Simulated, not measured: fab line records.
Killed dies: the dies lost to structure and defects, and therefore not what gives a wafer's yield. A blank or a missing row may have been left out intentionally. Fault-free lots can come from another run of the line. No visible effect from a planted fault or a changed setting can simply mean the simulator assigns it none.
Check of tool commonality	flow berkeley_cmos170	14 lots, 42 wafers sampled

== WHAT PROMPTED THE OPENING ==
At UCB170_NLDD_TW_MEAS_11 the reading NLDD_TW is flagged on 2 of 14 lots. No-fault wafers: 2216, standard deviation 18.
Rule: a lot gets a flag if all its wafers with a number sit over 4 standard deviations from that mean, or if no wafer of it has a number. As for the other lots, they are considered sound.

lot	measured	on	NLDD_TW, wafer by wafer	flag
L609	day 6 15:58	film_metro-04	2200 2192 2192	
L610	day 7 08:48	film_metro-01	2222 2216 2228	
L613	day 7 14:34	film_metro-04	2202 2195 2194	
L612	day 7 14:52	film_metro-01	2229 2225 2220	
L615	day 8 08:48	film_metro-01	2237 2232 2233	
L616	day 8 08:55	film_metro-04	2194 2190 2199	
L614	day 8 09:06	film_metro-04	2185 2186 2186	
L619	day 8 15:45	film_metro-02	2226 2229 2218	
L617	day 8 17:35	film_metro-04	2311 2305 2297	FLAGGED
L624	day 9 17:55	film_metro-02	2363 2356 2357	FLAGGED
L627	day 9 18:38	film_metro-02	2240 2222 2230	
L628	day 10 11:37	film_metro-04	2202 2204 2199	
L630	day 10 15:41	film_metro-01	2216 2225 2205	
L632	day 10 15:52	film_metro-02	2217 2205 2225	
On average the flagged lots' numbers are 2332, which is +116 against the usual, or +6 standard deviations.

== WHICH TOOL EACH LOT WENT THROUGH ==
Before the reading, the record contains 2 process steps out of a 331-step route. Cell contents, in order: the tool; ch with the chambers the sampled wafers went through; the start.
lot	flag	UCB170_NLDD_IMPLANT_08	UCB170_NLDD_STRIP_10
L609		implanter-04 ch 0, day 6 15:28	plasma_asher-02 ch 0,1, day 6 15:46
L610		implanter-03 ch 0, day 7 08:24	plasma_asher-03 ch 0,1, day 7 08:42
L613		implanter-03 ch 0, day 7 14:10	plasma_asher-02 ch 0,1, day 7 14:28
L612		implanter-03 ch 0, day 7 14:29	plasma_asher-01 ch 0, day 7 14:46
L615		implanter-04 ch 0, day 8 08:24	plasma_asher-02 ch 0,1, day 8 08:42
L616		implanter-02 ch 0, day 8 08:31	plasma_asher-03 ch 0,1, day 8 08:49
L614		implanter-04 ch 0, day 8 08:42	plasma_asher-02 ch 0,1, day 8 09:00
L619		implanter-04 ch 0, day 8 15:23	plasma_asher-01 ch 0,1, day 8 15:40
L617	FLAGGED	implanter-04 ch 0, day 8 17:11	plasma_asher-02 ch 0,1, day 8 17:28
L624	FLAGGED	implanter-04 ch 0, day 9 17:31	plasma_asher-03 ch 0,1, day 9 17:49
L627		implanter-03 ch 0, day 9 18:14	plasma_asher-03 ch 0,1, day 9 18:32
L628		implanter-03 ch 0, day 10 11:13	plasma_asher-03 ch 0,1, day 10 11:31
L630		implanter-02 ch 0, day 10 15:17	plasma_asher-03 ch 0,1, day 10 15:35
L632		implanter-03 ch 0, day 10 15:29	plasma_asher-01 ch 0,1, day 10 15:46
These steps, and what they do:
- UCB170_NLDD_IMPLANT_08
- UCB170_NLDD_STRIP_10: strips in O2.
- UCB170_NLDD_TW_MEAS_11

== FLAGGED AGAINST TOTAL, ONE TOOL AT A TIME (gauges that did the reading follow at the end) ==
step	tool	lots run	flagged	share of the flagged lots	sound lots run after its first flagged lot
UCB170_NLDD_IMPLANT_08	implanter-02	2	0	none	-
UCB170_NLDD_IMPLANT_08	implanter-03	6	0	none	-
UCB170_NLDD_IMPLANT_08	implanter-04	6	2	all	0
UCB170_NLDD_STRIP_10	plasma_asher-01	3	0	none	-
UCB170_NLDD_STRIP_10	plasma_asher-02	5	1	some	0
UCB170_NLDD_STRIP_10	plasma_asher-03	6	1	some	3 (L627,L628,L630)
UCB170_NLDD_TW_MEAS_11	film_metro-01	4	0	none	-
UCB170_NLDD_TW_MEAS_11	film_metro-02	4	1	some	2 (L627,L632)
UCB170_NLDD_TW_MEAS_11	film_metro-04	6	1	some	1 (L628)

== WHAT THE TABLE PERMITS ==
1 row of the table ran every flagged lot: implanter-04 at UCB170_NLDD_IMPLANT_08.
- implanter-04 at UCB170_NLDD_IMPLANT_08 ran 6 lots, 2 of them flagged. It ran its last sound lot, L619, at day 8 15:23 and its first flagged lot, L617, at day 8 17:11: a fault with its onset between the two fits. Its own readings (dose_ions_cm2, faraday_current_uA) fall more than 4 standard deviations out on all wafers of the flagged lots.
What remains is a single tool, implanter-04 at UCB170_NLDD_IMPLANT_08.

== WHAT HAD BEEN PUT IN BY THE SIMULATOR ==
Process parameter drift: implanter-04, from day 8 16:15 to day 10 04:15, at UCB170_NLDD_IMPLANT_08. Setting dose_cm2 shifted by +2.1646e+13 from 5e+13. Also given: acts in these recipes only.
Struck lots among those shown: L617, L624. This agrees with what the rule above found.
